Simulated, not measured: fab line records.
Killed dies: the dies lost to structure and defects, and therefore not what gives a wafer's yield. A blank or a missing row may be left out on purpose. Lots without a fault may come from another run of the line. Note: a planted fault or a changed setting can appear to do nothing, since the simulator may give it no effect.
fab line records -- flow rit_cmos
record: lots: 7, wafers: 21, last_day: 7
route steps=202 shown ACTIVE@5 M1@202
lots that met no fault: from a run of the same line without faults
start_h: start of the lot's first displayed wafer, in hours after the record's first day -- wait_h: hours from the lot's prior step to this one -- " identical to the entry in the row above -- L1.1+2: a single row standing in for several wafers -- - no value present, or no start provided -- * or withheld: withheld -- < > ~ a bound
route shown NAME@n: names a module that has steps shown in the file, with the first one's number in the route -- usual: mean and standard deviation over wafers with no fault -- same: alike in all rows -- chamber/n: place in a boat -- sites: per-site readings -- _std_site: the standard deviation of these -- _edge_site: inner sites' mean taken away from outer sites' mean -- radius_mm: for every site, how far away it sits from the centre of the wafer -- mask NAME#n: copy n -- behind: tool/chamber where the wafer was last shaped -- hold: reason for holding the lot/hours on hold/outcome of the hold -- device: the transistor (n, p or np) that didn't switch -- end of line: the tests these same wafers got at the end of their route -- a step without rows: its recipe alone -- killed: dies lost to structure and defects at the first sort, not the wafer's yield -- map: dies across one wafer; x = killed, . = not, _ = none there
set.NAME: the setting that was run; set.NAME@STEP: the one run at that earlier step -- model.NAME: the simulator's own value behind a step, which no gauge read
lots seen at some steps along the route; tables by step, rows by wafer
services: from which hour (start_h, from the record's first day; less than 0 if before it) a tool's chamber was out of use, for how many hours, and why
== steps ==
step: RIT_ACTIVE_THK_MEAS_04
recipe: reads: Si3N4_of_ACTIVE_CVD_03
usual: ACTIVE_NITRIDE_THK: 149.7/1.4
lot.wafer,tool,chamber,start_h,wait_h,ACTIVE_NITRIDE_THK[nm]
L463.4,film_metro-01,-,43.56,0.0,149.0
L463.5,film_metro-01,-,43.56,0.0,149.9
L463.6,film_metro-01,-,43.56,0.0,150.4
L470.1,film_metro-04,-,78.53,0.0,147.5
L470.3,film_metro-04,-,78.53,0.0,149.1
L470.6,film_metro-04,-,78.53,0.0,148.3
L475.2,film_metro-02,-,103.54,0.0,149.7
L475.3,film_metro-02,-,103.54,0.0,150.8
L475.5,film_metro-02,-,103.54,0.0,150.9
L477.4,film_metro-02,-,116.17,0.0,152.0
L477.5,film_metro-02,-,116.17,0.0,152.1
L477.6,film_metro-02,-,116.17,0.0,150.1
L478.1,film_metro-02,-,119.96,0.0,148.6
L478.3,film_metro-02,-,119.96,0.0,148.4
L478.6,film_metro-02,-,119.96,0.0,150.7
L479.1,film_metro-01,-,124.05,0.0,150.7
L479.2,film_metro-01,-,124.05,0.0,151.1
L479.4,film_metro-01,-,124.05,0.0,150.9
L480.2,film_metro-04,-,129.33,0.0,150.0
L480.3,film_metro-04,-,129.33,0.0,149.4
L480.4,film_metro-04,-,129.33,0.0,149.8
step: RIT_ACTIVE_HMDS_05
recipe: prime_time_s: 60, prime_temp_c: 140
step: RIT_ACTIVE_COAT_06
recipe: resist: NOVOLAK, spin_rpm: 3250, resist_thk_nm: 1000
step: RIT_ACTIVE_SOFTBAKE_07
recipe: resist: NOVOLAK, temp_c: 90, time_s: 60
step: RIT_ACTIVE_EXPOSE_08
recipe: mask_id: M1, na: 0.6, source_shape: conventional, sigma_outer: 0.6, target_cd_nm: 1400, dose_mj: 225
step: RIT_ACTIVE_PEB_09
recipe: resist: NOVOLAK, temp_c: withheld, time_s: withheld
step: RIT_ACTIVE_DEVELOP_10
recipe: resist: NOVOLAK, develop_time_s: 49.27, dev_temp_c: 23
step: RIT_ACTIVE_CD_MEAS_11
recipe: target_cd_nm: 1400
usual: cd_nm: 1399.8/2.6
lot.wafer,tool,chamber,start_h,wait_h,cd_nm
L463.4,cd_sem-02,-,44.62,-,1397.6
L463.5,cd_sem-02,-,44.62,-,1397.2
L463.6,cd_sem-02,-,44.62,-,1397.8
L470.1,cd_sem-02,-,79.56,-,1399.0
L470.3,cd_sem-02,-,79.56,-,1398.0
L470.6,cd_sem-02,-,79.56,-,1398.7
L475.2,cd_sem-02,-,104.46,-,1399.7
L475.3,cd_sem-02,-,104.46,-,1401.7
L475.5,cd_sem-02,-,104.46,-,1402.9
L477.4,cd_sem-02,-,117.24,-,1403.2
L477.5,cd_sem-02,-,117.24,-,1404.7
L477.6,cd_sem-02,-,117.24,-,1400.4
L478.1,cd_sem-02,-,120.87,-,1401.7
L478.3,cd_sem-02,-,120.87,-,1402.8
L478.6,cd_sem-02,-,120.87,-,1403.4
L479.1,cd_sem-01,-,125.09,-,1402.4
L479.2,cd_sem-01,-,125.09,-,1397.9
L479.4,cd_sem-01,-,125.09,-,1402.9
L480.2,cd_sem-01,-,130.36,-,1397.5
L480.3,cd_sem-01,-,130.36,-,1397.9
L480.4,cd_sem-01,-,130.36,-,1398.9
step: RIT_ACTIVE_HARDBAKE_12
recipe: resist: NOVOLAK, temp_c: 140, time_s: 60
step: RIT_ACTIVE_ETCH_13
recipe: stop_on: SiO2, chemistry: SF6, target: Si3N4, time_s: 210, over_etch_frac: 0.3667, SF6_flow_sccm: 200, pressure_mtorr: 260, rf_w: 125, target_depth_a: 2100
usual: chamber_pressure_mTorr: 259.98/0.24, drypump_motor_current_A: 5.9/0.38, oes_product_au: 0.831/0.017, rf_fwd_power_W: 124.7/0.35, throttle_valve_pct: 7.51/0.14
lot.wafer,tool,chamber,start_h,wait_h,chamber_pressure_mTorr,drypump_motor_current_A,oes_product_au,rf_fwd_power_W,rf_hours_counter_h,throttle_valve_pct
L463.4,rie_diel-01,3,44.83,0.1,260.01,6.1,0.829,124.7,35,7.32
L463.5,rie_diel-01,1,44.83,0.1,260.03,5.7,0.819,124.5,-,7.36
L463.6,rie_diel-01,2,44.83,0.1,259.89,5.6,0.830,124.6,-,7.49
L470.1,rie_diel-04,3,79.83,0.1,260.18,5.3,0.843,124.9,108,7.60
L470.3,rie_diel-04,2,79.83,0.1,259.91,5.9,0.835,124.7,121,7.40
L470.6,rie_diel-04,3,79.83,0.1,260.13,5.3,0.848,125.0,-,7.60
L475.2,rie_diel-04,2,104.71,0.1,259.81,5.9,0.838,124.9,122,7.40
L475.3,rie_diel-04,0,104.71,0.1,260.16,6.3,0.852,125.0,20,7.40
L475.5,rie_diel-04,2,104.71,0.1,260.03,5.9,0.826,124.0,-,7.39
L477.4,rie_diel-01,1,117.45,0.1,259.63,5.7,0.821,124.8,6,7.37
L477.5,rie_diel-01,2,117.45,0.1,259.92,5.6,0.835,124.7,-,7.48
L477.6,rie_diel-01,3,117.45,0.1,259.86,6.1,0.839,124.7,-,7.32
L478.1,rie_diel-04,0,121.14,0.1,259.94,6.3,0.840,124.5,20,7.40
L478.3,rie_diel-04,3,121.14,0.1,260.01,5.3,0.847,124.6,109,7.59
L478.6,rie_diel-04,2,121.14,0.1,260.51,5.9,0.829,124.0,-,7.38
L479.1,rie_diel-03,1,125.36,0.1,259.91,5.2,0.845,124.7,154,7.51
L479.2,rie_diel-03,0,125.36,0.1,259.69,5.9,0.854,124.3,152,7.50
L479.4,rie_diel-03,0,125.36,0.1,259.92,5.9,0.864,124.8,-,7.50
L480.2,rie_diel-01,3,130.61,0.1,259.85,6.1,0.838,124.5,37,7.33
L480.3,rie_diel-01,2,130.61,0.1,259.68,5.6,0.833,124.5,1,7.48
L480.4,rie_diel-01,1,130.61,0.1,259.80,5.7,0.821,123.8,7,7.36
step: RIT_ACTIVE_STRIP_14
recipe: chemistry: O2, time_s: 180, resist: NOVOLAK, platen_temp_c: withheld, power_w: 500, pressure_mtorr: 4000, o2_flow_sccm: 4000
usual: chamber_pressure_mTorr: 4000/3.2, drypump_motor_current_A: 5.5/0.5
lot.wafer,tool,chamber,start_h,wait_h,chamber_pressure_mTorr,drypump_motor_current_A,rf_hours_counter_h
L463.4,plasma_asher-01,1,45.03,0.1,4004,5.9,-
L463.5,plasma_asher-01,1,45.03,0.1,4003,6.0,-
L463.6,plasma_asher-01,0,45.03,0.1,4002,5.1,-
L470.1,plasma_asher-01,1,79.97,0.1,4002,5.9,45
L470.3,plasma_asher-01,1,79.97,0.1,4004,5.9,-
L470.6,plasma_asher-01,1,79.97,0.1,4001,5.9,-
L475.2,plasma_asher-04,1,104.84,0.1,4004,6.1,48
L475.3,plasma_asher-04,0,104.84,0.1,3994,5.0,-
L475.5,plasma_asher-04,1,104.84,0.1,3996,6.1,-
L477.4,plasma_asher-04,1,117.64,0.1,3998,6.0,-
L477.5,plasma_asher-04,1,117.64,0.1,4003,6.0,-
L477.6,plasma_asher-04,0,117.64,0.1,3999,4.9,-
L478.1,plasma_asher-04,1,121.27,0.1,4002,6.1,50
L478.3,plasma_asher-04,1,121.27,0.1,4008,6.1,-
L478.6,plasma_asher-04,0,121.27,0.1,3999,4.9,-
L479.1,plasma_asher-04,0,125.49,0.1,3998,5.0,50
L479.2,plasma_asher-04,1,125.49,0.1,4001,6.1,50
L479.4,plasma_asher-04,0,125.49,0.1,4000,5.0,-
L480.2,plasma_asher-04,0,130.74,0.1,3998,5.0,50
L480.3,plasma_asher-04,0,130.74,0.1,3998,5.0,-
L480.4,plasma_asher-04,1,130.74,0.1,3997,6.1,-
step: RIT_ACTIVE_CD_MEAS_90
recipe: target_cd_nm: 1400
usual: cd_nm: 1399.9/2.6
lot.wafer,tool,chamber,start_h,wait_h,cd_nm
L463.4,cd_sem-02,-,45.21,0.1,1398.2
L463.5,cd_sem-02,-,45.21,0.1,1397.1
L463.6,cd_sem-02,-,45.21,0.1,1397.6
L470.1,cd_sem-01,-,80.14,0.1,1398.9
L470.3,cd_sem-01,-,80.14,0.1,1397.9
L470.6,cd_sem-01,-,80.14,0.1,1398.8
L475.2,cd_sem-02,-,105.04,0.1,1399.5
L475.3,cd_sem-02,-,105.04,0.1,1401.8
L475.5,cd_sem-02,-,105.04,0.1,1402.7
L477.4,cd_sem-01,-,117.82,0.1,1403.4
L477.5,cd_sem-01,-,117.82,0.1,1404.5
L477.6,cd_sem-01,-,117.82,0.1,1400.4
L478.1,cd_sem-02,-,121.45,0.1,1401.6
L478.3,cd_sem-02,-,121.45,0.1,1403.0
L478.6,cd_sem-02,-,121.45,0.1,1403.6
L479.1,cd_sem-02,-,125.67,0.1,1402.7
L479.2,cd_sem-02,-,125.67,0.1,1398.5
L479.4,cd_sem-02,-,125.67,0.1,1403.0
L480.2,cd_sem-02,-,130.94,0.1,1397.6
L480.3,cd_sem-02,-,130.94,0.1,1397.5
L480.4,cd_sem-02,-,130.94,0.1,1398.8
step: RIT_ACTIVE_CLEAN_15
recipe: chemistry: SC1, mix: 3:3:50, time_s: 600, temp_c: 75
usual: bath_guard_temp_C: 75.0/0.5, run_length_s: 628/3.4
lot.wafer,tool,chamber,start_h,wait_h,bath_guard_temp_C,run_length_s
L463.4,wet_bench-04,0,45.27,0.0,75.2,627
L463.5,wet_bench-04,0,45.27,0.0,75.4,627
L463.6,wet_bench-04,0,45.27,0.0,75.3,627
L470.1,wet_bench-02,1,80.26,0.1,75.0,627
L470.3,wet_bench-02,1,80.26,0.1,74.9,627
L470.6,wet_bench-02,1,80.26,0.1,75.2,627
L475.2,wet_bench-04,0,105.14,0.1,75.3,599
L475.3,wet_bench-04,0,105.14,0.1,75.3,599
L475.5,wet_bench-04,0,105.14,0.1,75.4,599
L477.4,wet_bench-04,2,117.88,0.0,74.4,600
L477.5,wet_bench-04,2,117.88,0.0,74.8,600
L477.6,wet_bench-04,2,117.88,0.0,74.3,600
L478.1,wet_bench-04,3,121.57,0.1,74.2,600
L478.3,wet_bench-04,3,121.57,0.1,74.7,600
L478.6,wet_bench-04,3,121.57,0.1,74.5,600
L479.1,wet_bench-03,1,125.79,0.1,75.1,634
L479.2,wet_bench-03,1,125.79,0.1,75.0,634
L479.4,wet_bench-03,1,125.79,0.1,75.3,634
L480.2,wet_bench-03,0,131.04,0.1,74.7,632
L480.3,wet_bench-03,0,131.04,0.1,75.2,632
L480.4,wet_bench-03,0,131.04,0.1,74.7,632
step: RIT_ACTIVE_CLEAN_16
recipe: chemistry: dHF, dilution: 50:1, time_s: 30
step: RIT_M1_PROBE_99
usual: killed_at_M0_to_M3: 0.0/0.16, killed_at_contacts: 0.1/0.24, killed_at_front_end: 6.7/2.9, killed_dies: 6.8/2.9, killed_open: 3.5/1.8, killed_short: 3.3/2.1
same: gross_dies: 264, killed_at_M4_up: 0, killed_at_back_side: 0, killed_at_other: 0
lot.wafer,tool,chamber,start_h,wait_h,killed_at_M0_to_M3,killed_at_contacts,killed_at_front_end,killed_dies,killed_open,killed_short
L463.4,prober-02,-,87.40,0.2,0,0,4,4,3,1
L463.5,prober-02,-,87.45,0.2,0,0,6,6,2,4
L463.6,prober-02,-,87.50,0.2,0,0,6,6,2,4
L470.1,prober-01,-,121.85,0.1,0,0,5,5,4,1
L470.3,prober-01,-,121.95,0.2,0,0,10,10,6,4
L470.6,prober-01,-,122.10,0.2,0,0,5,5,5,0
L475.2,prober-01,-,153.82,0.1,0,0,7,7,3,4
L475.3,prober-01,-,153.87,0.2,0,0,8,8,2,6
L475.5,prober-01,-,153.97,0.2,0,0,13,13,8,5
L477.4,prober-01,-,161.57,0.2,0,0,7,7,5,2
L477.5,prober-01,-,161.62,0.2,1,0,5,6,3,3
L477.6,prober-01,-,161.67,0.2,0,0,5,5,1,4
L478.1,prober-02,-,166.54,0.1,0,0,8,8,1,7
L478.3,prober-02,-,166.64,0.2,0,0,7,7,3,4
L478.6,prober-02,-,166.79,0.2,0,0,7,7,5,2
L479.1,prober-02,-,168.67,0.1,0,0,9,9,6,2
L479.2,prober-02,-,168.72,0.1,0,0,3,3,1,1
L479.4,prober-02,-,168.82,0.2,0,0,5,5,2,2
L480.2,prober-01,-,173.56,0.1,0,0,5,5,2,3
L480.3,prober-01,-,173.61,0.2,0,1,4,5,3,2
L480.4,prober-01,-,173.66,0.2,0,0,9,9,3,6
killed by level:class
L463.4 FOX2:geometric_particle:open=1 GATE:geometric_particle:short=1 SPACER:geometric_particle:open=1 SILICIDE:geometric_particle:open=1
L463.5 FOX1:geometric_particle:short=1 FOX2:geometric_particle:open=1 GATE:geometric_particle:short=1 GATE:geometric_particle:open=1 REOX:geometric_particle:short=1 SILICIDE:geometric_particle:short=1
L463.6 REOX:geometric_particle:short=2 GATE:geometric_particle:open=1 GATE:geometric_particle:short=1 REOX:geometric_particle:open=1 SILICIDE:geometric_particle:short=1
L470.1 FOX2:geometric_particle:short=1 GATE:geometric_particle:open=1 REOX:geometric_particle:open=1 SPACER:geometric_particle:open=1 SILICIDE:geometric_particle:open=1
L470.3 SILICIDE:geometric_particle:open=3 REOX:geometric_particle:open=2 SILICIDE:geometric_particle:short=2 GATE:geometric_particle:short=1 SPACER:geometric_particle:open=1 SPACER:geometric_particle:short=1
L470.6 GATE:geometric_particle:open=3 FOX2:geometric_particle:open=1 SILICIDE:geometric_particle:open=1
L475.2 REOX:geometric_particle:open=2 SPACER:geometric_particle:short=2 GATE:geometric_particle:short=1 GATE:geometric_particle:open=1 REOX:geometric_particle:short=1
L475.3 GATE:geometric_particle:open=2 FOX1:geometric_particle:short=1 FOX2:geometric_particle:short=1 GATE:geometric_particle:short=1 REOX:geometric_particle:short=1 SPACER:geometric_particle:short=1 SILICIDE:geometric_particle:short=1
L475.5 GATE:geometric_particle:open=4 GATE:geometric_particle:short=3 SPACER:geometric_particle:open=3 FOX1:geometric_particle:open=1 SPACER:geometric_particle:short=1 SILICIDE:geometric_particle:short=1
L477.4 FOX1:geometric_particle:short=2 FOX1:geometric_particle:open=2 GATE:geometric_particle:open=1 REOX:geometric_particle:open=1 SPACER:geometric_particle:open=1
L477.5 FOX1:geometric_particle:short=2 FOX1:geometric_particle:open=1 REOX:geometric_particle:short=1 SPACER:geometric_particle:open=1 M1:geometric_particle:open=1
L477.6 SILICIDE:geometric_particle:short=2 GATE:geometric_particle:short=1 SPACER:geometric_particle:short=1 SILICIDE:geometric_particle:open=1
L478.1 FOX1:geometric_particle:short=2 REOX:geometric_particle:short=2 ACTIVE:geometric_particle:short=1 GATE:geometric_particle:short=1 SPACER:geometric_particle:open=1 SILICIDE:geometric_particle:short=1
L478.3 GATE:geometric_particle:short=3 ACTIVE:geometric_particle:open=1 FOX1:geometric_particle:open=1 FOX1:geometric_particle:short=1 GATE:geometric_particle:open=1
L478.6 SILICIDE:geometric_particle:open=2 FOX1:geometric_particle:open=1 FOX2:geometric_particle:open=1 REOX:geometric_particle:short=1 SPACER:geometric_particle:open=1 SILICIDE:geometric_particle:short=1
L479.1 GATE:geometric_particle:open=4 FOX2:geometric_particle:open=2 FOX2:geometric_particle:short=1 SILICIDE:geometric_particle:short=1 PLDD:coat_microbubble_printed=1
L479.2 GATE:geometric_particle:short=1 SILICIDE:geometric_particle:open=1 PLDD:coat_microbubble_printed=1
L479.4 FOX1:geometric_particle:open=1 GATE:geometric_particle:short=1 GATE:geometric_particle:open=1 REOX:geometric_particle:short=1 PLDD:coat_microbubble_printed=1
L480.2 GATE:geometric_particle:short=3 GATE:geometric_particle:open=2
L480.3 FOX1:geometric_particle:short=1 GATE:geometric_particle:open=1 REOX:geometric_particle:short=1 SPACER:geometric_particle:open=1 CONTACT:geometric_particle:open=1
L480.4 GATE:geometric_particle:short=3 SPACER:geometric_particle:short=2 GATE:geometric_particle:open=1 REOX:geometric_particle:open=1 SILICIDE:geometric_particle:open=1 SILICIDE:geometric_particle:short=1
== services ==
tool,chamber,start_h,hours,kind
rie_diel-03,2,54.87,5.5,repair
rie_diel-01,1,59.20,21.4,repair
rie_diel-04,-,62.88,2.8,pm
rie_diel-04,3,70.85,2.9,repair
rie_diel-01,2,80.58,-,clean
rie_diel-01,2,80.58,10.5,scheduled_down
rie_diel-01,2,80.58,10.5,vent_cycle
rie_diel-03,1,82.92,14.0,repair
wet_bench-04,-,98.42,3.7,repair
plasma_asher-01,-,115.41,1.7,repair
rie_diel-03,3,119.29,17.7,repair
plasma_asher-04,-,119.81,1.1,repair
== key ==
first_sign: step: RIT_ACTIVE_CLEAN_15, reading: run_length_s, direction: down, sigmas: 8.5, usual: *, struck: *
effect none on later readings
met_at RIT_ACTIVE_CLEAN_15
struck_wafers L475.2,L475.3,L475.5,L477.4,L477.5,L477.6,L478.1,L478.3,L478.6
tester_left_out L475,L477,L478
onset_between 45.27 105.14
fault: kind: process_parameter_drift, tool: wet_bench-04, chamber: -, onset_h: 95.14, steps: RIT_ACTIVE_CLEAN_15, channel: time_s, offset: *, shape: step, end_h: 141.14, acts_in: *, stated: *
tester_left_out: of these lots the tester's yield and bins aren't shown, on N5 and GAA mostly nor the transistor test; their killed dies are dies lost to structure and defects alone, not to doping, threshold or leakage, so they don't give the yield
